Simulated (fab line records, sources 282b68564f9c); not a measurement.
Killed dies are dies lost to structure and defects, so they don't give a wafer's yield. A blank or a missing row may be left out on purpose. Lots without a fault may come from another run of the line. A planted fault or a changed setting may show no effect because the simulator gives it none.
fab line records | flow rit_cmos
record lots=7 wafers=21 last_day=6
route steps=202 shown NLDD@111 PLDD@114
lots that met no fault: from a run of the same line without faults
start_h: hours from the record's first day to the start of the lot's first wafer shown | wait_h: hours since the lot's step before | " the same as in the row above | L1.1+2: a row that stands for several wafers | - no value, or no start given | * or withheld: withheld | < > ~ a bound
route shown NAME@n: a module of which the file shows steps, and the number in the route of the first | usual: mean/standard deviation of fault-free wafers | same: alike in all rows | chamber/n: place in a boat | sites: the reading at each site | _std_site: their standard deviation | _edge_site: outer sites' mean less inner sites' | radius_mm: how far each site lies from the wafer's centre | mask NAME#n: copy n | behind: the tool/chamber that last shaped the wafer | hold: why the lot was held/for how many hours/how that ended | device: the transistor (n, p or np) that didn't switch | end of line: the same wafers' tests at the end of the route | a step without rows: its recipe alone | killed: dies lost to structure and defects at the first sort, not the wafer's yield | map: a wafer's dies, x killed, . not, _ none there
set.NAME: the setting as run; set.NAME@STEP: as run at that earlier step | model.NAME: the simulator's own value behind a step, which no gauge read
lots at some steps of the route; a table a step, a row a wafer
services: from which hour (start_h, from the record's first day; less than 0 if before it) a tool's chamber was out of use, for how many hours, and why
## steps
# step RIT_NLDD_IMPLANT_08
# recipe species=P energy_kev=20 dose_cm2=4.967e+14 tilt_deg=7
# step RIT_NLDD_STRIP_09
# recipe chemistry=O2 time_s=180 resist=NOVOLAK platen_temp_c=withheld power_w=500 pressure_mtorr=4000 o2_flow_sccm=4000
# usual chamber_pressure_mTorr=4000/3.4 drypump_motor_current_A=5.6/0.44
# columns lot.wafer tool chamber start_h wait_h chamber_pressure_mTorr drypump_motor_current_A rf_hours_counter_h
L453.1 plasma_asher-03 1 41.77 0.1 3998 6.0 40
L453.2 " 0 " " 4003 5.5 40
L453.6 " 0 " " 3996 5.5 -
L461.1 plasma_asher-03 1 82.39 0.1 3994 6.0 44
L461.5 " 1 " " 3999 6.0 -
L461.6 " 0 " " 3999 5.5 -
L462.1 plasma_asher-02 1 88.11 0.1 3999 4.8 29
L462.2 " 0 " " 4004 5.4 29
L462.3 " 0 " " 4001 5.4 -
L463.1 plasma_asher-03 0 91.05 0.1 4005 5.5 45
L463.4 " 1 " " 4000 5.9 -
L463.6 " 0 " " 4000 5.5 -
L467.3 plasma_asher-01 0 112.03 0.1 3997 6.3 -
L467.4 " 1 " " 4001 5.2 -
L467.5 " 0 " " 4003 6.2 -
L470.1 plasma_asher-03 1 127.43 0.1 4005 6.0 1
L470.2 " 0 " " 4001 5.5 1
L470.3 " 0 " " 3996 5.5 -
L472.1 plasma_asher-03 1 136.39 0.1 4001 6.0 2
L472.2 " 0 " " 3999 5.5 2
L472.3 " 1 " " 3999 6.0 -
# step RIT_NLDD_TW_MEAS_10
# usual NLDD_TW=2497/14
# columns lot.wafer tool chamber start_h wait_h NLDD_TW
L453.1 film_metro-04 - 41.94 0.1 2481
L453.2 " - " " 2472
L453.6 " - " " 2482
L461.1 film_metro-02 - 82.56 0.1 2484
L461.5 " - " " 2495
L461.6 " - " " 2502
L462.1 film_metro-04 - 88.29 0.1 2479
L462.2 " - " " 2473
L462.3 " - " " 2481
L463.1 film_metro-02 - 91.23 0.1 2505
L463.4 " - " " 2496
L463.6 " - " " 2512
L467.3 film_metro-04 - 112.17 0.1 2494
L467.4 " - " " 2482
L467.5 " - " " 2504
L470.1 film_metro-04 - 127.60 0.1 2488
L470.2 " - " " 2482
L470.3 " - " " 2484
L472.1 film_metro-02 - 136.56 0.1 2497
L472.2 " - " " 2502
L472.3 " - " " 2494
# step RIT_PLDD_HMDS_00
# recipe prime_time_s=60 prime_temp_c=140
# step RIT_PLDD_COAT_01
# recipe resist=NOVOLAK spin_rpm=3250 resist_thk_nm=1000
# step RIT_PLDD_SOFTBAKE_02
# recipe resist=NOVOLAK temp_c=90 time_s=60
# step RIT_PLDD_EXPOSE_03
# recipe mask_id=M8 na=0.57 target_cd_nm=40900 dose_mj=250
# step RIT_PLDD_PEB_04
# recipe resist=NOVOLAK temp_c=withheld time_s=withheld
# step RIT_PLDD_DEVELOP_05
# recipe resist=NOVOLAK develop_time_s=50 dev_temp_c=23
# step RIT_PLDD_OVL_MEAS_06
# usual PLDD_OVL=0.6/1.3
# columns lot.wafer tool chamber start_h wait_h PLDD_OVL[nm]
L453.1 overlay-01 - 42.93 - -0.5
L453.2 " - " " 0.3
L453.6 " - " " 1.3
L461.1 overlay-01 - 83.47 - 0.5
L461.5 " - " " -1.0
L461.6 " - " " 2.5
L462.1 overlay-01 - 89.32 - -0.9
L462.2 " - " " 1.2
L462.3 " - " " -1.3
L463.1 overlay-01 - 92.14 - 1.1
L463.4 " - " " 1.8
L463.6 " - " " 3.1
L467.3 overlay-01 - 113.07 - 1.6
L467.4 " - " " 2.4
L467.5 " - " " 1.5
L470.1 overlay-01 - 128.64 - 0.4
L470.2 " - " " -0.6
L470.3 " - " " -0.6
L472.1 overlay-01 - 137.60 - 0.9
L472.2 " - " " 2.2
L472.3 " - " " 0.6
# step RIT_PLDD_HARDBAKE_07
# recipe resist=NOVOLAK temp_c=140 time_s=60
# step RIT_PLDD_IMPLANT_08
# recipe species=BF2 energy_kev=20 dose_cm2=8.841e+14 tilt_deg=7
# step RIT_PLDD_STRIP_09
# recipe chemistry=O2 time_s=180 resist=NOVOLAK platen_temp_c=withheld power_w=500 pressure_mtorr=4000 o2_flow_sccm=4000
# usual chamber_pressure_mTorr=4000/3.7 drypump_motor_current_A=5.6/0.36
# columns lot.wafer tool chamber start_h wait_h chamber_pressure_mTorr drypump_motor_current_A rf_hours_counter_h model.NOVOLAK_of_PLDD_COAT_01.thk_nm
L453.1 plasma_asher-03 1 43.26 0.1 4000 6.0 40 0
L453.2 " 0 " " 4001 5.5 40 0
L453.6 " 1 " " 4003 6.0 - 0
L461.1 plasma_asher-03 1 83.81 0.1 - - - 882.8
L461.5 " 1 " " - - - 884.5
L461.6 " 0 " " - - - 885.1
L462.1 plasma_asher-04 1 89.66 0.1 - - - 882
L462.2 " 0 " " - - - 880.9
L462.3 " 0 " " - - - 881.1
L463.1 plasma_asher-03 1 92.47 0.1 - - - 880.8
L463.4 " 0 " " - - - 880
L463.6 " 0 " " - - - 879.6
L467.3 plasma_asher-04 1 113.45 0.1 3998 5.0 - 0
L467.4 " 0 " " 3996 5.4 - 0
L467.5 " 0 " " 3995 5.4 - 0
L470.1 plasma_asher-01 1 129.23 0.1 4000 5.2 50 0
L470.2 " 0 " " 4003 6.3 50 0
L470.3 " 1 " " 3995 5.2 - 0
L472.1 plasma_asher-03 0 137.93 0.1 3997 5.5 2 0
L472.2 " 1 " " 4000 5.9 2 0
L472.3 " 1 " " 4005 6.0 - 0
# step RIT_PLDD_TW_MEAS_10
# usual PLDD_TW=2347/12
# columns lot.wafer tool chamber start_h wait_h PLDD_TW
L453.1 film_metro-04 - 43.44 0.1 2322
L453.2 " - " " 2331
L453.6 " - " " 2338
L461.1 film_metro-02 - 83.98 0.1 2359
L461.5 " - " " 2340
L461.6 " - " " 2352
L462.1 film_metro-01 - 89.83 0.1 2353
L462.2 " - " " 2374
L462.3 " - " " 2358
L463.1 film_metro-01 - 92.65 0.1 2362
L463.4 " - " " 2351
L463.6 " - " " 2360
L467.3 film_metro-04 - 113.59 0.1 2340
L467.4 " - " " 2342
L467.5 " - " " 2344
L470.1 film_metro-01 - 129.40 0.1 2342
L470.2 " - " " 2352
L470.3 " - " " 2359
L472.1 film_metro-04 - 138.11 0.1 2350
L472.2 " - " " 2340
L472.3 " - " " 2328
## services
# columns tool chamber start_h hours kind
plasma_asher-02 - 29.96 0.8 repair
plasma_asher-01 - 102.22 7.6 repair
plasma_asher-03 - 108.75 9.0 pm
plasma_asher-03 0 108.75 9.0 vent_cycle
plasma_asher-03 1 108.75 9.0 vent_cycle
plasma_asher-03 0 117.75 - clean
plasma_asher-03 1 117.75 - clean
## key
first_sign step=RIT_PLDD_STRIP_09 reading=tool_record direction=missing
effect none on later readings
model_effect step=RIT_PLDD_STRIP_09 value=NOVOLAK_of_PLDD_COAT_01.thk_nm without=0 struck=881.9
met_at RIT_PLDD_STRIP_09
struck_wafers L461.1,L461.5,L461.6,L462.1,L462.2,L462.3,L463.1,L463.4,L463.6
later_rows_left_out L461.1,L461.5,L461.6,L462.1,L462.2,L462.3,L463.1,L463.4,L463.6
sort_left_out L461.1,L461.5,L461.6,L462.1,L462.2,L462.3,L463.1,L463.4,L463.6
tester_left_out L461,L462,L463
onset_between 43.26 83.81
fault kind=skipped_step_whole tool=plasma_asher-03,plasma_asher-04 chamber=- onset_h=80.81 steps=RIT_PLDD_STRIP_09 scope=struck_lots_only
# tester_left_out: of these lots the tester's yield and bins aren't shown, on N5 and GAA mostly nor the transistor test; their killed dies are dies lost to structure and defects alone, not to doping, threshold or leakage, so they don't give the yield
# sort_left_out: the simulated sort isn't trusted on such a fault, so these wafers' sort isn't shown, and their yield isn't known
# later_rows_left_out: the simulator's readings of these wafers behind a module that went badly wrong aren't trusted and aren't shown, but for the sort
